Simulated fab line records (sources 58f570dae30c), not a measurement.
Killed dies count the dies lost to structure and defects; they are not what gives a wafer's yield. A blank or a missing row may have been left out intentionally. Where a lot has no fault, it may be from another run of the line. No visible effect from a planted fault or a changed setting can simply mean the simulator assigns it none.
Problem report, 8D (eight disciplines) form, completed by code + flow berkeley cmos170 + the parts of the form that need people (team, actions taken, sign-off) are left out

1. WHAT WENT WRONG
At UCB170_PVT_STRIP_08, o2 flow sccm averages 600.9 sccm over 6 wafers from 2 lots, while fault-free wafers read 400.2 sccm, standard deviation 1. That is +99 or more standard deviations from the usual mean.
The step: strips in O2.
Seen first at day 8 15:22 on plasma asher-04, wafer L638.2. Wafers with a number at this step in the record: 42, from 14 lots. Rule for "out", or "out of limits": more than 4 standard deviations from the usual mean. Any other wafer with a number is counted as sound.

2. WHAT THIS IS AND IS NOT
| question                    | is                                                     | is not                                                                    |
|-----------------------------|--------------------------------------------------------|---------------------------------------------------------------------------|
| which readings at this step | o2 flow sccm, oes product au, strip time to endpoint s | drypump motor current A                                                   |
| which lots                  | L638, L641                                             | L624, L625, L626, L627, L628, L629, L630, L631, L632, L639, L644, L647    |
| which wafers of those lots  | all that have a number                                 | -                                                                         |
| read on which tools         | plasma asher-04                                        | plasma asher-02, plasma asher-03                                          |
| when                        | from day 8 15:22                                       | up to then (30 sound wafers); but 6 sound wafers of L644, L647 came after |

3. SUSPECTS, AND WHAT RULES EACH OUT
Counting: a tool at any process step up to the reading remains a suspect when it ran all the lots that are out and ran no sound lot after the first of those.
- plasma asher-04 at UCB170_PVT_STRIP_08 (strips in O2): kept. All lots that are out passed through it, beginning with L638 at day 8 15:22, and no sound lot followed; its final sound lot before that point was L632 at day 7 20:35. Its own readings are out on those wafers: o2 flow sccm, oes product au, strip time to endpoint s.
Remaining after the count: plasma asher-04 at UCB170_PVT_STRIP_08.

4. THE CAUSE (what the simulator had put in)
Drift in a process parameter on plasma asher-04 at UCB170_PVT_STRIP_08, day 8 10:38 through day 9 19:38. A move of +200 in setting o2 flow sccm, from 400. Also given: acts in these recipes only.
This tool alone remained once counting was done.

5. SEQUENCE OF EFFECTS, ordered by route
One row per reading whose mean, taken over the struck wafers that have a number, lies over 3 standard deviations from the usual. Readings are gone through only where the record gives a usual standard deviation; hours: the median, over the lots, of the time from a lot's start at the first step in this table giving one to that lot's start at this step; sigmas: the change measured in usual standard deviations.
| hours | step                | reading                  | usual      | on struck wafers | change | sigmas      |
|-------|---------------------|--------------------------|------------|------------------|--------|-------------|
| 0     | UCB170_PVT_STRIP_08 | o2 flow sccm             | 400.2 sccm | 600.9            | +200.7 | +99 or more |
| 0     | UCB170_PVT_STRIP_08 | oes product au           | 0.734 a.u. | 0.760            | +0.026 | +6.4        |
| 0     | UCB170_PVT_STRIP_08 | strip time to endpoint s | 21.63 s    | 20.56            | -1.07  | -16         |
The process steps in it:
- UCB170_PVT_STRIP_08: strips in O2.
Later measuring or inspecting steps at which every struck wafer that the step has a row for has a number for every such reading, and none has moved that far: UCB170_PLDD_TW_MEAS_11.

6. WHAT WOULD HAVE CAUGHT IT SOONER
First out-of-limits reading in this record: day 8 15:22, which is 5 hours after fault onset at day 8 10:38.
